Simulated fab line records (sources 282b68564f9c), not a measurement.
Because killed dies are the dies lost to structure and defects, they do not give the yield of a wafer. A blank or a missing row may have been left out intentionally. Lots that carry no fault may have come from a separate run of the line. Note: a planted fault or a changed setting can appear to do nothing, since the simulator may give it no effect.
fab line records ; flow rit_cmos ; part 2 of 2: steps 34 to 47 of 47
record lots=5; wafers=15; last_day=8
route steps=202 shown ACTIVE@5 FOX1@20 FOX2@23 NWELL@28 PWELL@39 WELLDRIVE@50
lots that met no fault: from a run of the same line without faults
start_h: start of the lot's first displayed wafer, in hours after the record's first day ; wait_h: hours elapsed since this lot's preceding step ; " unchanged from the row above ; L1.1+2: several wafers, shown together as one row ; - no value present, or no start provided ; * or withheld: withheld ; < > ~ a bound
route shown NAME@n: NAME is a module with steps in the file, n the number in the route of the first one ; usual: average and standard deviation across the fault-free wafers ; same: alike in all rows ; chamber/n: place in a boat ; sites: readings site by site ; _std_site: how widely they spread, as a standard deviation ; _edge_site: outer sites' mean less inner sites' ; radius_mm: for every site, how far away it sits from the centre of the wafer ; mask NAME#n: copy n ; behind: tool/chamber where the wafer was last shaped ; hold: why the lot went on hold/how many hours it stayed there/how the hold came to an end ; device: the n, p or np transistor that did not switch ; end of line: tests of these same wafers at the route's end ; where a step has no rows: the recipe by itself ; killed: the dies lost at the first sort to structure and to defects; this is not the yield of the wafer ; map: a wafer's dies, x killed, . not, _ none there
set.NAME: the setting as run; set.NAME@STEP: as run at that earlier step ; model.NAME: the simulator's own value behind a step, which no gauge read
a table for each step, a row for each wafer; lots at some steps of the route
services: a tool's chamber out of use, with start hour (start_h, from the record's first day; less than 0 if before it), hours out, and reason
## steps
# step RIT_NWELL_TW_MEAS_10
# usual NWELL_TW=2160/13
lot.wafer;tool;chamber;start_h;wait_h;NWELL_TW
L078.1;film_metro-03;-;44.12;0.1;2163
L078.3;film_metro-03;-;44.12;0.1;2152
L078.4;film_metro-03;-;44.12;0.1;2154
L080.3;film_metro-03;-;57.37;0.1;2171
L080.4;film_metro-03;-;57.37;0.1;2179
L080.5;film_metro-03;-;57.37;0.1;2164
L088.1;film_metro-03;-;101.09;0.1;2163
L088.2;film_metro-03;-;101.09;0.1;2153
L088.5;film_metro-03;-;101.09;0.1;2152
L091.1;film_metro-04;-;121.97;0.1;2174
L091.4;film_metro-04;-;121.97;0.1;2174
L091.6;film_metro-04;-;121.97;0.1;2173
L096.4;film_metro-03;-;138.66;0.1;2155
L096.5;film_metro-03;-;138.66;0.1;2148
L096.6;film_metro-03;-;138.66;0.1;2148
# step RIT_PWELL_HMDS_00
# recipe prime_time_s=60; prime_temp_c=140
lot.wafer;tool;chamber;start_h;wait_h
L078.1+3+4;litho_track-02;0;44.18;0.1
L080.3+4+5;litho_track-01;0;57.46;0.1
L088.1+2+5;litho_track-03;0;101.15;0.1
L091.1+4+6;litho_track-02;0;122.03;0.1
L096.4+5+6;litho_track-02;0;138.76;0.1
# step RIT_PWELL_COAT_01
# recipe resist=NOVOLAK; spin_rpm=2000; resist_thk_nm=1300
lot.wafer;tool;chamber;start_h;wait_h
L078.1+3+4;litho_track-02;0;44.33;0.1
L080.3+4+5;litho_track-01;0;57.61;0.1
L088.1+2+5;litho_track-03;0;101.30;0.1
L091.1+4+6;litho_track-02;0;122.18;0.1
L096.4+5+6;litho_track-02;0;138.91;0.1
# step RIT_PWELL_SOFTBAKE_02
# recipe resist=NOVOLAK; temp_c=90; time_s=60
lot.wafer;tool;chamber;start_h;wait_h
L078.1+3+4;litho_track-02;0;44.48;0.1
L080.3+4+5;litho_track-01;0;57.76;0.1
L088.1+2+5;litho_track-03;0;101.45;0.1
L091.1+4+6;litho_track-02;0;122.33;0.1
L096.4+5+6;litho_track-02;0;139.06;0.1
# step RIT_PWELL_EXPOSE_03
# recipe mask_id=M3; na=0.57; target_cd_nm=43700; dose_mj=250
# usual reticle_temp_C=22.98/0.1
lot.wafer;tool;chamber;start_h;wait_h;mask;reticle_temp_C
L078.1;iline_stepper-02;0;44.63;0.1;M3#0;23.12
L078.3;iline_stepper-02;0;44.63;0.1;M3#0;23.11
L078.4;iline_stepper-02;0;44.63;0.1;M3#0;23.08
L080.3;iline_stepper-02;0;58.06;0.3;M3#0;22.91
L080.4;iline_stepper-02;0;58.06;0.3;M3#0;22.94
L080.5;iline_stepper-02;0;58.06;0.3;M3#0;23.01
L088.1;iline_stepper-02;0;101.60;0.1;M3#0;23.09
L088.2;iline_stepper-02;0;101.60;0.1;M3#0;23.01
L088.5;iline_stepper-02;0;101.60;0.1;M3#0;22.94
L091.1;iline_stepper-01;0;122.61;0.2;M3#0;22.90
L091.4;iline_stepper-01;0;122.61;0.2;M3#0;22.93
L091.6;iline_stepper-01;0;122.61;0.2;M3#0;23.03
L096.4;iline_stepper-01;0;139.20;0.1;M3#0;22.97
L096.5;iline_stepper-01;0;139.20;0.1;M3#0;23.07
L096.6;iline_stepper-01;0;139.20;0.1;M3#0;23.10
# step RIT_PWELL_PEB_04
# recipe resist=NOVOLAK; temp_c=withheld; time_s=withheld
lot.wafer;tool;chamber;start_h;wait_h
L078.1+3+4;litho_track-03;0;44.75;0.1
L080.3+4+5;litho_track-02;0;58.25;0.2
L088.1+2+5;litho_track-03;0;101.71;0.1
L091.1+4+6;litho_track-02;0;122.72;0.1
L096.4+5+6;litho_track-01;0;139.33;0.1
# step RIT_PWELL_DEVELOP_05
# recipe resist=NOVOLAK; develop_time_s=68; dev_temp_c=23
lot.wafer;tool;chamber;start_h;wait_h
L078.1+3+4;litho_track-03;0;-;-
L080.3+4+5;litho_track-02;0;-;-
L088.1+2+5;litho_track-03;0;-;-
L091.1+4+6;litho_track-02;0;-;-
L096.4+5+6;litho_track-01;0;-;-
# step RIT_PWELL_OVL_MEAS_06
# usual PWELL_OVL=0.4/1.5
lot.wafer;tool;chamber;start_h;wait_h;PWELL_OVL[nm]
L078.1;overlay-01;-;45.06;-;0.9
L078.3;overlay-01;-;45.06;-;0.5
L078.4;overlay-01;-;45.06;-;-0.4
L080.3;overlay-02;-;58.52;-;-0.4
L080.4;overlay-02;-;58.52;-;-2.6
L080.5;overlay-02;-;58.52;-;-2.8
L088.1;overlay-02;-;102.03;-;0.7
L088.2;overlay-02;-;102.03;-;-2.4
L088.5;overlay-02;-;102.03;-;1.5
L091.1;overlay-02;-;123.04;-;-1.0
L091.4;overlay-02;-;123.04;-;0.5
L091.6;overlay-02;-;123.04;-;0.5
L096.4;overlay-02;-;139.59;-;2.0
L096.5;overlay-02;-;139.59;-;2.8
L096.6;overlay-02;-;139.59;-;2.3
# step RIT_PWELL_HARDBAKE_07
# recipe resist=NOVOLAK; temp_c=140; time_s=120
lot.wafer;tool;chamber;start_h;wait_h
L078.1+3+4;litho_track-03;0;45.10;0.0
L080.3+4+5;litho_track-03;0;58.63;0.1
L088.1+2+5;litho_track-03;0;102.06;0.0
L091.1+4+6;litho_track-02;0;123.07;0.0
L096.4+5+6;litho_track-03;0;139.74;0.2
# step RIT_PWELL_IMPLANT_08
# recipe species=B; energy_kev=170; dose_cm2=7e+13; tilt_deg=7
lot.wafer;tool;chamber;start_h;wait_h
L078.1+3+4;implanter-03;0;45.35;0.2
L080.3+4+5;implanter-04;0;58.85;0.2
L088.1+2+5;implanter-03;0;102.31;0.2
L091.1+4+6;implanter-04;0;123.32;0.2
L096.4+5+6;implanter-01;0;139.94;0.2
# step RIT_PWELL_STRIP_09
# recipe chemistry=O2; time_s=180; resist=NOVOLAK; platen_temp_c=withheld; power_w=500; pressure_mtorr=4000; o2_flow_sccm=4000
# usual chamber_pressure_mTorr=4001/3.7; drypump_motor_current_A=6.0/0.65
lot.wafer;tool;chamber;start_h;wait_h;chamber_pressure_mTorr;drypump_motor_current_A;rf_hours_counter_h
L078.1;plasma_asher-01;1;45.50;0.1;4003;5.7;24
L078.3;plasma_asher-01;0;45.50;0.1;4003;6.8;-
L078.4;plasma_asher-01;1;45.50;0.1;3998;5.7;-
L080.3;plasma_asher-04;1;59.00;0.1;4002;5.0;-
L080.4;plasma_asher-04;0;59.00;0.1;4002;6.6;-
L080.5;plasma_asher-04;0;59.00;0.1;4004;6.5;-
L088.1;plasma_asher-01;1;102.46;0.1;4002;5.7;30
L088.2;plasma_asher-01;0;102.46;0.1;4001;6.8;30
L088.5;plasma_asher-01;1;102.46;0.1;4001;5.7;-
L091.1;plasma_asher-03;0;123.47;0.1;4000;5.9;0
L091.4;plasma_asher-03;0;123.47;0.1;4004;5.9;-
L091.6;plasma_asher-03;1;123.47;0.1;3993;5.5;-
L096.4;plasma_asher-01;1;140.08;0.1;3998;5.8;-
L096.5;plasma_asher-01;0;140.08;0.1;4020;6.8;-
L096.6;plasma_asher-01;1;140.08;0.1;3998;5.7;-
# step RIT_PWELL_TW_MEAS_10
# usual PWELL_TW=962/5.1
lot.wafer;tool;chamber;start_h;wait_h;PWELL_TW
L078.1;film_metro-01;-;45.67;0.1;958
L078.3;film_metro-01;-;45.67;0.1;968
L078.4;film_metro-01;-;45.67;0.1;960
L080.3;film_metro-03;-;59.14;0.1;958
L080.4;film_metro-03;-;59.14;0.1;960
L080.5;film_metro-03;-;59.14;0.1;957
L088.1;film_metro-04;-;102.64;0.1;954
L088.2;film_metro-04;-;102.64;0.1;961
L088.5;film_metro-04;-;102.64;0.1;960
L091.1;film_metro-03;-;123.65;0.1;963
L091.4;film_metro-03;-;123.65;0.1;956
L091.6;film_metro-03;-;123.65;0.1;957
L096.4;film_metro-01;-;140.22;0.1;964
L096.5;film_metro-01;-;140.22;0.1;967
L096.6;film_metro-01;-;140.22;0.1;960
# step RIT_WELLDRIVE_ANNEAL_00
# recipe temp_c=1100; time_s=14700; ambient=N2
# usual spike_tc_source_C=1123/3.7
lot.wafer;tool;chamber;start_h;wait_h;spike_tc_source_C
L078.1;furnace-03;0;48.24;2.6;1120
L078.3;furnace-03;0;48.24;2.6;1122
L078.4;furnace-03;0;48.24;2.6;1119
L080.3;furnace-03;0;59.97;0.8;1121
L080.4;furnace-03;0;59.97;0.8;1120
L080.5;furnace-03;0;59.97;0.8;1119
L088.1;furnace-04;0;106.61;4.0;1122
L088.2;furnace-04;0;106.61;4.0;1119
L088.5;furnace-04;0;106.61;4.0;1121
L091.1;furnace-01;0;126.44;2.8;1128
L091.4;furnace-01;0;126.44;2.8;1127
L091.6;furnace-01;0;126.44;2.8;1126
L096.4;furnace-04;0;140.29;0.1;1121
L096.5;furnace-04;0;140.29;0.1;1121
L096.6;furnace-04;0;140.29;0.1;1120
# step RIT_WELLDRIVE_RS_MEAS_01
# recipe thk_meas_gauge=four-point-probe
# usual NWELL_RS=275.5/0.85
lot.wafer;tool;chamber;start_h;wait_h;NWELL_RS[ohm/sq]
L078.1;film_metro-01;-;53.32;0.0;276.1
L078.3;film_metro-01;-;53.32;0.0;275.7
L078.4;film_metro-01;-;53.32;0.0;275.3
L080.3;film_metro-01;-;65.09;0.0;275.4
L080.4;film_metro-01;-;65.09;0.0;273.8
L080.5;film_metro-01;-;65.09;0.0;274.8
L088.1;film_metro-01;-;111.69;0.0;276.6
L088.2;film_metro-01;-;111.69;0.0;276.0
L088.5;film_metro-01;-;111.69;0.0;276.1
L091.1;film_metro-01;-;131.53;0.0;275.8
L091.4;film_metro-01;-;131.53;0.0;275.4
L091.6;film_metro-01;-;131.53;0.0;276.0
L096.4;film_metro-01;-;145.43;0.1;276.2
L096.5;film_metro-01;-;145.43;0.1;275.8
L096.6;film_metro-01;-;145.43;0.1;275.2
## services
tool;chamber;start_h;hours;kind
furnace-01;-;13.33;2.5;repair
furnace-04;-;19.45;2.1;pm
furnace-01;-;21.46;3.1;pm
furnace-04;-;21.54;4.6;pm
plasma_asher-04;-;26.60;9.4;pm
iline_stepper-02;-;31.61;1.7;pm
implanter-03;-;39.37;4.0;repair
implanter-01;-;42.78;3.2;repair
implanter-01;-;43.37;1.2;repair
implanter-01;-;48.48;2.5;pm
iline_stepper-02;-;50.96;2.1;pm
implanter-04;-;51.77;1.9;repair
rie_diel-02;0;61.71;13.8;repair
furnace-03;-;66.37;63.7;pm
plasma_asher-03;-;67.92;1.6;repair
iline_stepper-01;-;91.69;4.4;pm
implanter-01;-;101.28;2.1;repair
plasma_asher-03;-;108.75;9.0;pm
implanter-03;-;111.88;1.1;repair
rie_diel-02;2;118.60;12.6;repair
rie_diel-02;-;122.05;0.5;repair
plasma_asher-02;-;126.86;2.8;pm
plasma_asher-01;-;132.82;4.3;pm
iline_stepper-02;-;137.13;2.0;repair
